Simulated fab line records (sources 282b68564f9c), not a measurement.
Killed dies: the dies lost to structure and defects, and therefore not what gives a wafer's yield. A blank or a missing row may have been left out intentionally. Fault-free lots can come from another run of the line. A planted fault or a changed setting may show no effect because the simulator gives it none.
Commonality check across tools | flow rit cmos | Sampled: 13 lots, 39 wafers

== WHY IT WAS OPENED ==
Of 13 lots, 1 have the reading GATE_POLY_THK flagged at RIT_GATE_THK_MEAS_09. No-fault wafers: 249.4 nm, standard deviation 2.6.
Rule: flag the lot when none of its wafers has a number, or when each of its wafers that has one lies beyond 4 standard deviations from that mean. The other lots count as sound.

lot  | measured    | on            | GATE_POLY_THK (nm), wafer by wafer | flag
L582 | day 2 14:56 | film metro-01 | 247.4 246.1 246.7                  |
L583 | day 2 22:16 | film metro-02 | 249.0 247.7 246.6                  |
L584 | day 3 01:23 | film metro-03 | 248.4 247.7 248.8                  |
L585 | day 3 04:04 | film metro-01 | 249.3 248.5 247.3                  |
L586 | day 3 11:22 | film metro-02 | 248.8 250.1 251.0                  |
L587 | day 3 16:45 | film metro-01 | 247.6 247.1 247.5                  |
L588 | day 3 19:46 | film metro-02 | 250.3 248.2 248.7                  |
L590 | day 4 07:38 | film metro-01 | 247.1 248.0 248.5                  |
L592 | day 4 17:05 | film metro-02 | 374.9 371.9 372.9                  | FLAGGED
L602 | day 6 21:00 | film metro-02 | 248.3 250.5 249.5                  |
L603 | day 6 22:38 | film metro-01 | 249.9 252.4 250.9                  |
L604 | day 7 05:07 | film metro-02 | 247.8 248.1 250.7                  |
L605 | day 7 08:23 | film metro-02 | 251.9 252.3 250.8                  |
Average over the flagged lots: 373.2 nm; offset from the usual +123.8 nm, equal to +48 standard deviations.

== WHICH TOOL EACH LOT WENT THROUGH ==
The record holds 1 process step before the reading, out of a route of 202 steps. Cell contents, in order: the tool; ch with the chambers the sampled wafers went through; the start.
lot  | flag    | RIT_GATE_CVD_08
L582 |         | lpcvd-01 ch 1, day 2 13:19
L583 |         | lpcvd-01 ch 1, day 2 20:38
L584 |         | lpcvd-01 ch 0, day 2 23:45
L585 |         | lpcvd-01 ch 1, day 3 02:27
L586 |         | lpcvd-01 ch 0, day 3 09:44
L587 |         | lpcvd-01 ch 1, day 3 15:08
L588 |         | lpcvd-02 ch 0, day 3 18:07
L590 |         | lpcvd-02 ch 1, day 4 06:01
L592 | FLAGGED | lpcvd-01 ch 0, day 4 15:28
L602 |         | lpcvd-02 ch 1, day 6 19:23
L603 |         | lpcvd-02 ch 0, day 6 21:00
L604 |         | lpcvd-02 ch 1, day 7 03:28
L605 |         | lpcvd-01 ch 1, day 7 06:46
What these steps do:
- RIT_GATE_CVD_08: deposits poly-Si from SiH4, target thk 250 nm, time 2220 s.
- RIT_GATE_THK_MEAS_09

== FLAGGED OVER TOTAL, TOOL BY TOOL (the gauges that took the reading come last) ==
step                 | tool          | lots run | flagged | share of the flagged lots | sound lots run after its first flagged lot
RIT_GATE_CVD_08      | lpcvd-01      | 8        | 1       | all                       | 1 (L605)
RIT_GATE_CVD_08      | lpcvd-02      | 5        | 0       | none                      | -
RIT_GATE_THK_MEAS_09 | film metro-01 | 5        | 0       | none                      | -
RIT_GATE_THK_MEAS_09 | film metro-02 | 7        | 1       | all                       | 3 (L602,L604,L605)
RIT_GATE_THK_MEAS_09 | film metro-03 | 1        | 0       | none                      | -

== WHAT IS ALLOWED BY THE TABLE ==
Table rows that saw every flagged lot: 2, namely lpcvd-01 at RIT_GATE_CVD_08 and film metro-02 at RIT_GATE_THK_MEAS_09.
- lpcvd-01 at RIT_GATE_CVD_08 ran 8 lots, 1 of them flagged. Sound lots ran on it after the first flagged one (L605), which a lasting fault on the whole tool wouldn't allow.
- film metro-02 at RIT_GATE_THK_MEAS_09 ran 7 lots, 1 of them flagged. Sound lots ran on it after the first flagged one (L602, L604, L605), which a lasting fault on the whole tool wouldn't allow.
None of the table's rows ran every flagged lot and, after the first, no sound lot.

== WHAT WAS PUT IN BY THE SIMULATOR ==
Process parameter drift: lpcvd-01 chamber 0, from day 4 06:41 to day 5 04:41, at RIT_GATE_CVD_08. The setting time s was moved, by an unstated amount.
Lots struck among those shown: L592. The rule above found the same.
